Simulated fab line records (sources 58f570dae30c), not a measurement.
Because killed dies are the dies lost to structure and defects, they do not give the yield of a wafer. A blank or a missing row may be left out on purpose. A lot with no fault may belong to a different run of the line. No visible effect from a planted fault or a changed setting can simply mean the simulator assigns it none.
What tool caused it?	flow berkeleyCmos170	Sampling: 15 lots, 45 wafers, 7 of 331 route steps

## WHAT THE GAUGES READ, wafer by wafer
UCB170_NSD_OVL_MEAS_07. Usual: for NSD_OVL the level is 2 nm and the standard deviation is 5.7.
lot	measured	on	NSD_OVL (nm)	flag
L551	day 7 07:07	overlay-02	2 -2 0	
L552	day 8 13:06	overlay-02	-7 -1 -2	
L554	day 9 03:54	overlay-01	2 5 9	
L553	day 9 04:04	overlay-02	4 -2 6	
L555	day 9 04:21	overlay-02	-11 -9 -12	
L556	day 9 04:10	overlay-01	-5 -6 0	
L558	day 9 10:46	overlay-02	-2 -7 -2	
L557	day 9 11:02	overlay-01	8 5 4	
L561	day 9 20:24	overlay-02	0 5 5	
L562	day 10 03:29	overlay-01	5 4 10	
L568	day 11 10:10	overlay-02	3 8 9	
L572	day 12 00:21	overlay-01	0 4 -1	
L571	day 12 00:10	overlay-01	3 0 3	
L570	day 12 05:06	overlay-01	8 5 18	
L573	day 14 02:28	overlay-01	-1 -3 10	

UCB170_NSD_TW_MEAS_10. Usual: for NSD_TW the level is 4140 and the standard deviation is 17.
lot	measured	on	NSD_TW	flag
L551	day 7 07:24	filmMetro-03	4171 4149 4173	
L552	day 8 13:23	filmMetro-04	4155 4131 4141	
L554	day 9 04:11	filmMetro-04	4124 4124 4133	
L553	day 9 04:21	filmMetro-03	4136 4146 4146	
L555	day 9 04:38	filmMetro-04	4023 3987 4017	OFF
L556	day 9 04:28	filmMetro-02	4137 4127 4122	
L558	day 9 11:03	filmMetro-02	4132 4156 4127	
L557	day 9 11:19	filmMetro-04	3993 3993 3977	OFF
L561	day 9 20:41	filmMetro-02	4138 4156 4119	
L562	day 10 03:46	filmMetro-04	3998 4016 4000	OFF
L568	day 11 10:28	filmMetro-02	4121 4098 4125	
L572	day 12 00:39	filmMetro-04	4126 4166 4141	
L571	day 12 00:26	filmMetro-04	4163 4146 4168	
L570	day 12 05:23	filmMetro-04	4138 4132 4125	
L573	day 14 02:46	filmMetro-03	4131 4150 4136	

UCB170_SDANNEAL_RS_MEAS_02: measurement is done with a four-point probe. Usual: for PSD_RS the level is 75.6 ohm/sq and the standard deviation is 0.34.
lot	measured	on	PSD_RS (ohm/sq)	flag
L551	day 7 09:47	filmMetro-04	76.1 76.3 76.1	
L552	day 8 14:52	filmMetro-03	75.9 75.9 75.8	
L554	day 9 08:47	filmMetro-02	75.9 75.7 75.6	
L553	day 9 08:46	filmMetro-03	75.3 75.2 75.7	
L555	day 9 09:16	filmMetro-02	75.5 75.7 75.7	
L556	day 9 09:02	filmMetro-04	75.5 75.3 75.3	
L558	day 9 12:57	filmMetro-02	75.6 75.6 75.8	
L557	day 9 12:57	filmMetro-04	74.9 75.1 75.2	
L561	day 9 22:05	filmMetro-04	75.1 75.1 75.3	
L562	day 10 05:16	filmMetro-04	75.7 75.1 75.5	
L568	day 11 11:43	filmMetro-02	75.7 75.6 75.8	
L572	day 12 02:36	filmMetro-04	75.7 75.7 75.4	
L571	day 12 02:07	filmMetro-02	75.5 75.8 75.3	
L570	day 12 06:46	filmMetro-03	75.7 75.8 75.9	
L573	day 14 03:55	filmMetro-03	75.9 75.8 75.8	

UCB170_SDANNEAL_RS_MEAS_03: measurement is done with a four-point probe. Usual: for NSD_RS the level is 37.28 ohm/sq and the standard deviation is 0.089.
lot	measured	on	NSD_RS (ohm/sq)	flag
L551	day 7 09:55	filmMetro-04	37.30 37.30 37.21	
L552	day 8 14:59	filmMetro-03	37.33 37.30 37.28	
L554	day 9 08:55	filmMetro-02	37.32 37.32 37.08	
L553	day 9 08:53	filmMetro-03	37.33 37.39 37.28	
L555	day 9 09:23	filmMetro-02	38.69 38.69 38.73	OFF
L556	day 9 09:09	filmMetro-04	37.32 37.27 37.39	
L558	day 9 13:04	filmMetro-02	37.17 37.15 37.11	
L557	day 9 13:04	filmMetro-04	38.74 38.58 38.65	OFF
L561	day 9 22:13	filmMetro-04	37.27 37.23 37.37	
L562	day 10 05:23	filmMetro-04	38.72 38.68 38.75	OFF
L568	day 11 11:50	filmMetro-02	37.21 37.31 37.24	
L572	day 12 02:43	filmMetro-04	37.50 37.52 37.35	
L571	day 12 02:14	filmMetro-02	37.19 37.09 37.20	
L570	day 12 06:53	filmMetro-03	37.34 37.35 37.32	
L573	day 14 04:02	filmMetro-03	37.45 37.41 37.39	

## EACH LOT AND THE TOOL THAT RAN IT (in order: tool; ch and the chambers of the sampled wafers; start)
lot	UCB170_NLDD_STRIP_10	UCB170_NSD_IMPLANT_08	UCB170_NSD_STRIP_09
L551	plasmaAsher-03 ch 0,1, day 6 22:20	implanter-01 ch 0, day 7 07:09	plasmaAsher-01 ch 0,1, day 7 07:18
L552	plasmaAsher-04 ch 0,1, day 7 23:31	implanter-03 ch 0, day 8 13:08	plasmaAsher-02 ch 0,1, day 8 13:17
L554	plasmaAsher-04 ch 0,1, day 8 14:34	implanter-03 ch 0, day 9 03:57	plasmaAsher-01 ch 1, day 9 04:05
L553	plasmaAsher-02 ch 0,1, day 8 15:01	implanter-01 ch 0, day 9 04:06	plasmaAsher-02 ch 0,1, day 9 04:15
L555	plasmaAsher-03 ch 0,1, day 8 15:16	implanter-03 ch 0, day 9 04:24	plasmaAsher-01 ch 0,1, day 9 04:32
L556	plasmaAsher-04 ch 0,1, day 8 15:30	implanter-02 ch 0, day 9 04:14	plasmaAsher-03 ch 0,1, day 9 04:21
L558	plasmaAsher-02 ch 0,1, day 8 23:11	implanter-02 ch 0, day 9 10:49	plasmaAsher-02 ch 0,1, day 9 10:56
L557	plasmaAsher-02 ch 0,1, day 9 00:11	implanter-03 ch 0, day 9 11:05	plasmaAsher-01 ch 0,1, day 9 11:13
L561	plasmaAsher-04 ch 0,1, day 9 11:36	implanter-02 ch 0, day 9 20:27	plasmaAsher-02 ch 0,1, day 9 20:35
L562	plasmaAsher-03 ch 0,1, day 9 15:34	implanter-03 ch 0, day 10 03:32	plasmaAsher-02 ch 0,1, day 10 03:40
L568	plasmaAsher-04 ch 0,1, day 10 22:11	implanter-02 ch 0, day 11 10:13	plasmaAsher-03 ch 0,1, day 11 10:21
L572	plasmaAsher-03 ch 0,1, day 11 12:47	implanter-01 ch 0, day 12 00:26	plasmaAsher-01 ch 0,1, day 12 00:34
L571	plasmaAsher-02 ch 0,1, day 11 13:05	implanter-02 ch 0, day 12 00:11	plasmaAsher-03 ch 0,1, day 12 00:20
L570	plasmaAsher-04 ch 0,1, day 11 13:55	implanter-02 ch 0, day 12 05:08	plasmaAsher-01 ch 0,1, day 12 05:17
L573	plasmaAsher-03 ch 1, day 13 12:01	implanter-02 ch 0, day 14 02:31	plasmaAsher-03 ch 0, day 14 02:40
- UCB170_NLDD_STRIP_10: strips in O2.
- UCB170_NSD_IMPLANT_08
- UCB170_NSD_STRIP_09: strips in O2.

## WHAT THE TOOLS THEMSELVES READ (means of the sampled wafers that have a number; where no wafer has one, the mark that the record gives instead)
UCB170_NLDD_STRIP_10. Usual: chamberPressureMTorr 3500 mTorr, standard deviation 3; drypumpMotorCurrentA 5.56 A, standard deviation 0.23; oesProductAu 0.734 a.u., standard deviation 0.0046; stripTimeToEndpointS 21.65 s, standard deviation 0.068.
lot	tool	chamberPressureMTorr (mTorr)	drypumpMotorCurrentA (A)	oesProductAu (a.u.)	stripTimeToEndpointS (s)	flag
L551	plasmaAsher-03	3497	5.60	0.733	21.72	
L552	plasmaAsher-04	3501	5.73	0.735	21.75	
L554	plasmaAsher-04	3498	5.76	0.737	21.72	
L553	plasmaAsher-02	3501	5.29	0.733	21.58	
L555	plasmaAsher-03	3499	5.57	0.734	21.70	
L556	plasmaAsher-04	3501	5.75	0.737	21.58	
L558	plasmaAsher-02	3502	5.49	0.732	21.71	
L557	plasmaAsher-02	3497	5.29	0.735	21.61	
L561	plasmaAsher-04	3504	5.73	0.731	21.64	
L562	plasmaAsher-03	3498	5.60	0.734	21.73	
L568	plasmaAsher-04	3500	5.73	0.734	21.73	
L572	plasmaAsher-03	3502	5.59	0.733	21.60	
L571	plasmaAsher-02	3503	5.48	0.738	21.53	
L570	plasmaAsher-04	3500	5.75	0.734	21.65	
L573	plasmaAsher-03	3501	5.67	0.736	21.60	

UCB170_NSD_IMPLANT_08. Usual: beamEnergyKeV 40.001, standard deviation 0.014; doseIonsCm2 3e+15, standard deviation 3.3e+12.
lot	tool	beamEnergyKeV	doseIonsCm2	flag
L551	implanter-01	39.992	3e+15	
L552	implanter-03	40.012	3e+15	
L554	implanter-03	40.010	3e+15	
L553	implanter-01	40.008	3e+15	
L555	implanter-03	35.567	3e+15	OFF
L556	implanter-02	39.995	3e+15	
L558	implanter-02	40.005	3e+15	
L557	implanter-03	35.582	3e+15	OFF
L561	implanter-02	40.014	3e+15	
L562	implanter-03	35.574	3e+15	OFF
L568	implanter-02	39.991	3e+15	
L572	implanter-01	39.991	3e+15	
L571	implanter-02	40.007	3e+15	
L570	implanter-02	39.998	3e+15	
L573	implanter-02	40.009	3e+15	

UCB170_NSD_STRIP_09. Usual: chamberPressureMTorr 3500 mTorr, standard deviation 3.5; drypumpMotorCurrentA 5.55 A, standard deviation 0.2; oesProductAu 0.534 a.u., standard deviation 0.0044; stripTimeToEndpointS 35.81 s, standard deviation 0.074.
lot	tool	chamberPressureMTorr (mTorr)	drypumpMotorCurrentA (A)	oesProductAu (a.u.)	stripTimeToEndpointS (s)	flag
L551	plasmaAsher-01	3499	5.69	0.531	35.82	
L552	plasmaAsher-02	3499	5.47	0.537	35.83	
L554	plasmaAsher-01	3500	5.66	0.533	35.80	
L553	plasmaAsher-02	3501	5.29	0.535	35.85	
L555	plasmaAsher-01	3499	5.68	0.552	34.29	OFF
L556	plasmaAsher-03	3501	5.62	0.532	35.75	
L558	plasmaAsher-02	3501	5.48	0.533	35.94	
L557	plasmaAsher-01	3502	5.66	0.552	34.22	OFF
L561	plasmaAsher-02	3499	5.30	0.531	35.77	
L562	plasmaAsher-02	3499	5.29	0.546	34.20	OFF
L568	plasmaAsher-03	3504	5.61	0.535	35.76	
L572	plasmaAsher-01	3495	5.67	0.538	35.77	
L571	plasmaAsher-03	3499	5.63	0.530	35.77	
L570	plasmaAsher-01	3497	5.67	0.536	35.78	
L573	plasmaAsher-03	3499	5.53	0.534	35.77	

## THE ANSWER, worked out from the rows above alone
Rule: take the mean of a lot's wafers that have a number; if it is more than 3 standard deviations from the usual mean, the lot is off. A lot without any number at a reading at which 4 lots or more have one is off too. All remaining lots with rows at the step are treated as sound. Order of review: gauges by route order, followed by the tools' own readings, for which a lot's mean as printed above is used. At the first step where some lot is off, the reading lying furthest off is the one used; lots without a number count as furthest.
Off: at UCB170_NSD_TW_MEAS_10 (NSD_TW), L555, L557, L562.
If a tool, at a process step before that reading, ran all the lots that are off and no sound lot after the first of them, it fits. Not tried: the gauges at UCB170_NSD_TW_MEAS_10; whatever is off there is also off at UCB170_NSD_IMPLANT_08, on other tools, and gauge error can't account for it. One fits: implanter-03 at UCB170_NSD_IMPLANT_08. A fault onset in the window from L554 (day 9 03:57, its last sound lot) to L555 (day 9 04:24, its first lot off) fits.
The tool's own readings at UCB170_NSD_IMPLANT_08 bear it out: on the lots that are off they differ by more than 5 times the standard deviation of the sound lots' means. beamEnergyKeV reads 35.574 there against 40.003 on the sound lots.

## WHAT WAS PUT IN BY THE SIMULATOR
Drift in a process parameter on implanter-03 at UCB170_NSD_IMPLANT_08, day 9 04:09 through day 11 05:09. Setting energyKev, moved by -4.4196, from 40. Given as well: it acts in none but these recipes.
Shown lots that were struck: L555, L557, L562. Same finding as the rule above.
